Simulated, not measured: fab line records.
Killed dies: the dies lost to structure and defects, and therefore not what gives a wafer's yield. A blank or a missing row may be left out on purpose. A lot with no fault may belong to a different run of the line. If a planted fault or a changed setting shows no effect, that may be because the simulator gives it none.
Comparing a struck lot with a sound one	flow rit-cmos	16 steps out of a route of 202
Sound: these wafers, L529.1, L529.4, L529.6. Struck: wafers L524.1, L524.2, L524.6. Last of all comes the cause.
Each step with rows lists, per side, the tool, then ch with its chambers, then its first start. Under that, the readings that differ: sound wafers	struck wafers	difference of the means	sigmas: that difference in standard deviations of wafers without a fault.
alike: a reading whose means differ by less than 2 such deviations, as well as words and numbers matching on both sides. not compared: withheld readings; readings where some wafer has no value; bounds like >300 that might hide an equal value; numbers whose values overlap and for which the record gives no deviation.
The two part at a step that has a row with sigmas, a row that says differs or no value, or rows on one side only. Numbers that don't overlap but have no deviation are shown without sigmas and don't part them. Lack of a reading on every wafer of one side parts them only where that side has two or more wafers.

RIT_GATE_THK_MEAS_07:
  sound on film-metro-04 at day 6 18:53; struck on film-metro-04 at day 5 23:58
  alike: GATE_OXIDE_THK
then, 1 step without rows for these wafers: RIT_GATE_CVD_08 (deposits poly-Si from SiH4, target thk 250 nm, time 2220 s).
RIT_GATE_THK_MEAS_09:
  sound on film-metro-01 at day 6 21:22; struck on film-metro-04 at day 6 01:39
  alike: GATE_POLY_THK
then, 6 steps without rows for these wafers: RIT_GATE_HMDS_10 (prime time 60 s); RIT_GATE_COAT_11 (resist thk 850 nm); RIT_GATE_SOFTBAKE_12 (time 60 s); RIT_GATE_EXPOSE_13 (exposes mask M6, target cd 150 nm); RIT_GATE_PEB_14; RIT_GATE_DEVELOP_15 (develop time 50 s).
RIT_GATE_CD_MEAS_16: the cd target is 150 nm.
  sound on cd-sem-01 at day 6 22:38; struck on cd-sem-01 at day 6 02:41
  alike: cd-nm
RIT_GATE_OVL_MEAS_17:
  sound on overlay-02 at day 6 22:45; struck on overlay-01 at day 6 02:48
  alike: GATE_OVL
then, 1 step without rows for these wafers: RIT_GATE_HARDBAKE_18 (time 60 s).
RIT_GATE_ETCH_19: etches poly-Si in SF6/CHF3/O2, stops on SiO2, time 165 s, target depth 312.5 nm.
  sound on rie-si-01 ch 1,2, day 6 22:56; struck on rie-si-02 ch 0,2,3, day 6 02:59
  no value came back on the struck wafers for any of 6 readings (CHF3_flow_sccm (sccm), O2_flow_sccm (sccm) and others); on the sound wafers CHF3_flow_sccm (sccm) reads 30.00 30.07 29.94
reading	sound	struck	difference	sigmas
model.NOVOLAK_of_GATE_COAT_11.thk-nm (nm)	675.3 677.8 677.3	752.3 751.6 753.1	+75.5	
model.SiO2_of_FOX2_OXIDATION_00.thk-nm (nm)	249.6 246.8 249.9	253.5 254 251.9	+4.4	
  not compared: rf-hours-counter-h
RIT_GATE_STRIP_20: strips in O2, time 180 s.
  sound on plasma-asher-03 ch 0,1, day 6 23:03; struck on plasma-asher-03 ch 0,1, day 6 03:06
  alike: drypump-motor-current-A
  not compared: rf-hours-counter-h
RIT_GATE_CD_MEAS_90: the cd target is 150 nm.
  sound on cd-sem-01 at day 6 23:13; struck on cd-sem-01 at day 6 03:16
reading	sound	struck	difference	sigmas
cd-nm (nm)	150.9 150.9 151.4	- - -	no value on the struck wafers	
RIT_M1_PROBE_99:
  sound on prober-02 at day 7 19:50; struck on prober-01 at day 7 00:15
reading	sound	struck	difference	sigmas
hold	- - -	await-dispo/4.1h/scrap await-dispo/4.1h/scrap await-dispo/4.1h/scrap	no value on the sound wafers	
killed-at-front-end	11 11 6	264 264 264	+255	+82
killed-dies	11 11 6	264 264 264	+255	+82
killed-on-rim	5 3 0	70 70 70	+67	+48
  alike: killed-at-contacts, killed-open, killed-short

WHERE THEY PART
Earliest at RIT_GATE_ETCH_19; latest, in this record, at RIT_M1_PROBE_99.

WHY: whatever the simulator had introduced
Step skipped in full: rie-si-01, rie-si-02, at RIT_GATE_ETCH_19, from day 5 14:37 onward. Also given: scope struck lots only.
